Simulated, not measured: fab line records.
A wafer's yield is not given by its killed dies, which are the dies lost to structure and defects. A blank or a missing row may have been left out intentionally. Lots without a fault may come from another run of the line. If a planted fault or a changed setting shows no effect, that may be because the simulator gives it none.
Comparing a struck lot with a sound one    flow rit cmos    18 steps out of a route of 202
Sound: these wafers, L962.3, L962.4, L962.5. Struck: wafers L969.2, L969.4, L969.5. The cause comes at the end.
For every step that has rows: the tool of each side, followed by ch and its chambers, followed by its first start. Under that, the readings that differ: sound wafers    struck wafers    difference of the means    sigmas: that difference in standard deviations of wafers without a fault.
alike: readings with means less than 2 such deviations apart, plus words and numbers identical on both sides. not compared: withheld readings, readings lacking a value on some wafer, bounds such as >300 that could conceal the same value, and numbers that have no deviation in the record and whose values overlap.
The two part at a step that has a row with sigmas, a row that says differs or no value, or rows on one side only. Numbers that have no deviation but don't overlap get no sigmas and don't part them. Lack of a reading on every wafer of one side parts them only where that side has two or more wafers.

first, 4 steps without rows for these wafers: RIT_NRETRO_SOFTBAKE_02 (time 60 s); RIT_NRETRO_EXPOSE_03 (exposes mask M4, target cd 43900 nm); RIT_NRETRO_PEB_04; RIT_NRETRO_DEVELOP_05 (develop time 68 s).
RIT_NRETRO_OVL_MEAS_06:
  sound on overlay-01 at day 4 19:01; struck on overlay-01 at day 6 13:11
  alike: NRETRO_OVL
then, 2 steps without rows for these wafers: RIT_NRETRO_HARDBAKE_07 (time 120 s); RIT_NRETRO_IMPLANT_08.
RIT_NRETRO_STRIP_09: strips in O2, time 180 s.
  sound on plasma asher-01 ch 0,1, day 4 19:31; struck on plasma asher-01 ch 0,1, day 6 13:37
  alike: drypump motor current A
  not compared: rf hours counter h
RIT_NRETRO_TW_MEAS_10:
  sound on film metro-03 at day 4 19:38; struck on film metro-01 at day 6 13:48
  alike: NRETRO_TW
then, 3 steps without rows for these wafers: RIT_PRETRO_HMDS_00 (prime time 60 s); RIT_PRETRO_COAT_01 (resist thk 1300 nm); RIT_PRETRO_SOFTBAKE_02 (time 60 s).
RIT_PRETRO_EXPOSE_03: exposes mask M5, target cd 43700 nm.
  sound on iline stepper-02 ch 0, day 4 20:18; struck on iline stepper-01 ch 0, day 6 14:19
reading                         sound              struck             difference  sigmas
model.PRETRO.overlay x nm (nm)  1.101 1.101 1.101  129.4 129.4 129.4  +128.3      
  alike: mask
then, 2 steps without rows for these wafers: RIT_PRETRO_PEB_04; RIT_PRETRO_DEVELOP_05 (develop time 68 s).
RIT_PRETRO_OVL_MEAS_06:
  sound on overlay-01 at day 4 20:42; struck on overlay-01 at day 6 14:44
reading          sound        struck             difference  sigmas
PRETRO_OVL (nm)  2.9 2.1 2.5  130.3 130.8 130.2  +127.9      +85
then, 1 step without rows for these wafers: RIT_PRETRO_HARDBAKE_07 (time 120 s).
RIT_M1_PROBE_99:
  sound on prober-02 at day 5 23:47; struck on prober-01 at day 8 03:28
  alike: killed_at_M0_to_M3, killed at contacts, killed at front end, killed dies, killed open, killed short

## WHERE THEY PART
At RIT_PRETRO_OVL_MEAS_06 and nowhere else, as far as this record goes. Later steps at which nothing parts them and some readings are alike: RIT_M1_PROBE_99.

WHY: the cause the simulator had injected
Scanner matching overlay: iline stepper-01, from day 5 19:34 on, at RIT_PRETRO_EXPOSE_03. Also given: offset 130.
